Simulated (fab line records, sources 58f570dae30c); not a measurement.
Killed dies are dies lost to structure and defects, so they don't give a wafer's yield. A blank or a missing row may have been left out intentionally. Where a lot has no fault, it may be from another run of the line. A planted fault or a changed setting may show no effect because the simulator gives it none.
Split-lot experiment    flow berkeley cmos170    27 wafers read from 5 lots, route of 331 steps

## SPLIT DETAILS
At UCB170_V2_CVD_00 (deposits SiO2 from TEOS/O2, target thk 2000 nm, time 250 s), the setting time s was moved away from the recipe's 250 s on 12 of the 27 wafers read, by -22.4% to +27.5%. The other wafers ran this setting at the recipe's value.

There is no step in the file separating the split from the reading.

## THE READING
At UCB170_V2_THK_MEAS_01: V2_TEOS_THK, given in nm. A value of 2006 nm with a standard deviation of 22 nm is what fault-free wafers of this fab line usually give.

wafer   tool, chamber at the split  time s as run, s  against the recipe  V2_TEOS_THK, nm  against lot-mates on the recipe
L074.1  pecvd-02, 1                 318.8             +27.5%              2518             +530
L074.2  pecvd-02, 0                 250               recipe              1961             -
L074.3  pecvd-02, 2                 318.8             +27.5%              2516             +528
L074.4  pecvd-02, 2                 250               recipe              2002             -
L074.5  pecvd-02, 0                 318.8             +27.5%              2533             +545
L074.6  pecvd-02, 1                 250               recipe              2001             -
L076.1  pecvd-01, 0                 194.1             -22.4%              1568             -442
L076.2  pecvd-01, 1                 194.1             -22.4%              1560             -450
L076.3  pecvd-01, 2                 250               recipe              1986             -
L076.4  pecvd-01, 2                 250               recipe              2034             -
L076.5  pecvd-01, 1                 194.1             -22.4%              1568             -442
L076.6  pecvd-01, 0                 250               recipe              2009             -
L079.1  pecvd-01, 2                 250               recipe              1979             -
L079.2  pecvd-01, 0                 194.1             -22.4%              1559             -451
L079.3  pecvd-01, 1                 194.1             -22.4%              1546             -464
L079.4  pecvd-01, 2                 250               recipe              2022             -
L079.5  pecvd-01, 1                 194.1             -22.4%              1602             -408
L079.6  pecvd-01, 0                 250               recipe              2029             -
L082.1  pecvd-03, 0                 250               recipe              1980             -
L082.2  pecvd-03, 1                 309               +23.6%              2469             +473
L082.3  pecvd-03, 2                 250               recipe              1990             -
L082.4  pecvd-03, 1                 309               +23.6%              2515             +519
L082.5  pecvd-03, 2                 250               recipe              2017             -
L082.6  pecvd-03, 0                 309               +23.6%              2523             +527
L085.1  pecvd-03, 2                 250               recipe              1985             -
L085.2  pecvd-03, 0                 250               recipe              2004             -
L085.5  pecvd-03, 2                 250               recipe              2047             -

THE FIT
A straight line over all 27 wafers: V2_TEOS_THK changes by +19.7 nm for each +1% of time s; r = +1.00; the points scatter about the line by 26 nm.
The same after taking each lot's own level away (the mean of its wafers on the recipe; 27 wafers): +20.1 nm for each +1%; r = +1.00; scatter 24 nm.
According to that fit, moving time s by its largest amount changes the reading by 5.5e+02 nm.
Measured against the standard deviation above, the lots' own levels, which go from 1988.0 to 2012.0 nm, span 1.1 times it.
Consequently the slope shifts little with the lot-to-lot level, the two slopes agreeing.
Check: +559 nm against its lot-mates is what the line predicts for one of the wafers moved furthest among these (+27.5%) when that wafer is left out of the fit. Against them it came out at +530 nm.

## ADDITIONAL SPLITS CARRIED BY THESE WAFERS
Before the reading, these wafers also passed through other splits. Each is held against what the fit with the lots' levels taken away leaves over:
other split on the same wafers            wafers away from the commonest value  r with V2_TEOS_THK (lot level and that fit taken away)
UCB170_NWELL_CVD_04 time s                18                                    +0.28
UCB170_ACTIVE_DEVELOP_12 develop time s   12                                    -0.22
UCB170_SACOX_OXIDATION_01 ox time s       12                                    -0.36
UCB170_SPACER_ETCHBACK_03 target depth a  12                                    +0.15
UCB170_V1_ETCH_14 target depth a          12                                    +0.07

## THE WHOLE CHAIN: every reading that the file lists as answering this split, in the file's order
step                   what it does                                                reading                                                                    change (the file's fit)               r (the file's)
UCB170_V2_CVD_00       deposits SiO2 from TEOS/O2, target thk 2000 nm, time 250 s  SiO2_of_V2_CVD_00.thk nm (the simulator's own value, which no gauge read)  +20.1 nm for each +1% of the setting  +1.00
UCB170_V2_THK_MEAS_01                                                              V2_TEOS_THK                                                                +20.1 for each +1% of the setting     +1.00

## THE FILE'S OWN FIT
V2_TEOS_THK changes by +20.1 nm for each +1% of time s, r = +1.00.
